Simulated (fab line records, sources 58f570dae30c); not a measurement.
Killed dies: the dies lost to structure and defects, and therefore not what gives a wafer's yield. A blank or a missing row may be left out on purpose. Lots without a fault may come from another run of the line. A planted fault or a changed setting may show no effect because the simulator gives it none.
Chamber matching + flow berkeley-cmos170 + UCB170_V2_CVD_00 on pecvd-02 has 3 sister chambers
The step deposits SiO2 from TEOS/O2, target thk 2000 nm, time 250 s. 5 wafers are shown with their chamber, then 7 later ones without.

== WAFERS PAIRED WITH THEIR CHAMBERS ==
| wafer  | chamber | heater-power-w (W) |
|--------|---------|--------------------|
| L745.5 | 2       | 252                |
| L759.5 | 1       | 319                |
| L759.6 | 0       | 228                |
| L755.1 | 1       | 283                |
| L755.2 | 0       | 310                |

== WAFERS WITHOUT THEIR CHAMBER ==
| wafer  | heater-power-w (W) |
|--------|--------------------|
| L755.3 | 266                |
| L761.3 | 355                |
| L761.4 | 227                |
| L761.5 | 225                |
| L763.1 | 311                |
| L763.2 | 305                |
| L763.6 | 253                |

== EACH ONE'S CHAMBER ==
| wafer  | from the rows above          | in truth |
|--------|------------------------------|----------|
| L755.3 | can't be placed: 0 or 2 or 1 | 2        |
| L761.3 | can't be placed: 1 or 0 or 2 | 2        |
| L761.4 | can't be placed: 2 or 0 or 1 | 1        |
| L761.5 | can't be placed: 2 or 0 or 1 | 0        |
| L763.1 | can't be placed: 1 or 0 or 2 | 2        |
| L763.2 | can't be placed: 1 or 0 or 2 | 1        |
| L763.6 | can't be placed: 2 or 0 or 1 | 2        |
Placed correctly: 0 of 7. Unplaceable from these rows: 7, with the true chamber sitting among the candidates in 7. Placed wrongly: 0.
How it was worked out, from the rows above alone: a wafer's distance from a chamber is the root of the sum, over the readings, of the square of ((its reading less the chamber's mean) divided by the reading's scatter). If the next closest chamber is less than 2 further off than the closest, the wafer can't be placed; otherwise it belongs to the closest. Each chamber's mean is taken over the wafers shown for it. The scatter: the root of (the sum of the squares of (reading less its chamber's mean) over the shown wafers, divided by (wafers less chambers)).
